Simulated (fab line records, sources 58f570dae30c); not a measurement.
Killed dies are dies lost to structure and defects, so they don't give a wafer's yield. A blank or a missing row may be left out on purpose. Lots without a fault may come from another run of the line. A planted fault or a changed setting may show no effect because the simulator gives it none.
Which tool did it? | flow berkeley_cmos170 | 14 lots, 42 wafers sampled, at 2 steps of a route of 331

WHAT THE GAUGES READ, wafer by wafer
UCB170_CONTACT_THK_MEAS_02. Usual: CONTACT_PSG_THK 701 nm, standard deviation 7.5.
lot  | measured     | on            | CONTACT_PSG_THK (nm)    | flag
L946 | day 7 00:29  | film_metro-04 | 702 707 702             |
L947 | day 7 14:05  | film_metro-04 | 706 702 706             |
L949 | day 8 07:23  | film_metro-02 | 707 706 707             |
L950 | day 8 08:28  | film_metro-03 | 711 705 710             |
L951 | day 8 08:27  | film_metro-04 | 698 699 698             |
L953 | day 8 15:55  | film_metro-02 | 707 702 703             |
L954 | day 8 23:49  | film_metro-03 | 688 688 691             |
L958 | day 9 13:14  | film_metro-02 | 714 711 709             |
L956 | day 9 14:16  | film_metro-04 | 703 704 699             |
L959 | day 9 14:16  | film_metro-03 | 692 692 689             |
L957 | day 9 15:00  | film_metro-03 | 702 695 694             |
L966 | day 11 06:10 | film_metro-04 | 688 696 693             |
L968 | day 11 13:22 | film_metro-04 | 626 628 627 626 628 627 | OFF
L969 | day 11 15:58 | film_metro-04 | 621 618 621 621 617 621 | OFF

WHICH TOOL RAN EACH LOT (tool, then ch and the chambers of the sampled wafers, then the start)
lot  | UCB170_CONTACT_CVD_01
L946 | lpcvd-02 ch 0, day 6 22:41
L947 | lpcvd-02 ch 1, day 7 12:14
L949 | lpcvd-02 ch 0, day 8 05:36
L950 | lpcvd-01 ch 0, day 8 06:39
L951 | lpcvd-01 ch 1, day 8 06:39
L953 | lpcvd-01 ch 0, day 8 14:07
L954 | lpcvd-01 ch 1, day 8 22:01
L958 | lpcvd-02 ch 0, day 9 11:26
L956 | lpcvd-01 ch 0, day 9 12:28
L959 | lpcvd-01 ch 0, day 9 12:28
L957 | lpcvd-02 ch 1, day 9 13:13
L966 | lpcvd-01 ch 1, day 11 04:22
L968 | lpcvd-01 ch 1, day 11 11:35
L969 | lpcvd-01 ch 0, day 11 14:11
- UCB170_CONTACT_CVD_01: deposits PSG from SiH4/O2/PH3, target thk 700 nm, time 2820 s.

WHAT THE TOOLS THEMSELVES READ (means of the sampled wafers that have a number; where no wafer has one, the mark that the record gives instead)
UCB170_CONTACT_CVD_01. Usual: pressure_mtorr 299.9 mTorr, standard deviation 0.63.
lot  | tool     | pressure_mtorr (mTorr) | flag
L946 | lpcvd-02 | 300.2                  |
L947 | lpcvd-02 | 298.9                  |
L949 | lpcvd-02 | 299.6                  |
L950 | lpcvd-01 | 299.7                  |
L951 | lpcvd-01 | 299.9                  |
L953 | lpcvd-01 | 299.6                  |
L954 | lpcvd-01 | 299.2                  |
L958 | lpcvd-02 | 300.8                  |
L956 | lpcvd-01 | 299.8                  |
L959 | lpcvd-01 | 299.8                  |
L957 | lpcvd-02 | 299.7                  |
L966 | lpcvd-01 | 300.6                  |
L968 | lpcvd-01 | 239.8                  | OFF
L969 | lpcvd-01 | 239.6                  | OFF

THE ANSWER, worked out from the rows above alone
Rule: a lot is off if the mean of its wafers that have a number lies more than 3 standard deviations from the usual mean. A lot without any number at a reading at which 4 lots or more have one is off too. The other lots that the step has rows for count as sound. The gauges are gone through in route order, then the tools' own readings, and for those a lot's mean is taken as printed above. The first step at which some lot is off is used, and at that step the reading that is off furthest; a lot without a number counts as furthest.
Off: L968, L969, at UCB170_CONTACT_THK_MEAS_02 (CONTACT_PSG_THK).
A tool fits if, at a process step before that reading, it ran every lot that is off, and no sound lot after the first of them. The gauges at UCB170_CONTACT_THK_MEAS_02 aren't tried: what is off there is off at UCB170_CONTACT_CVD_01 too, on other tools, and a gauge's error can't cause that. One fits: lpcvd-01 at UCB170_CONTACT_CVD_01. Its last sound lot is L966 (day 11 04:22), its first lot that is off L968 (day 11 11:35): a fault that began between those two fits.
The tool's own readings at UCB170_CONTACT_CVD_01 bear it out: on the lots that are off they differ by more than 5 times the standard deviation of the sound lots' means. pressure_mtorr reads 239.7 mTorr there against 299.8 mTorr on the sound lots.

WHAT THE SIMULATOR HAD PUT IN
Process parameter drift: lpcvd-01, from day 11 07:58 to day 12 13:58, at UCB170_CONTACT_CVD_01. Setting pressure_mtorr, moved by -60, from 300. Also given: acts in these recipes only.
Lots struck among those shown: L968, L969. The rule above found the same.
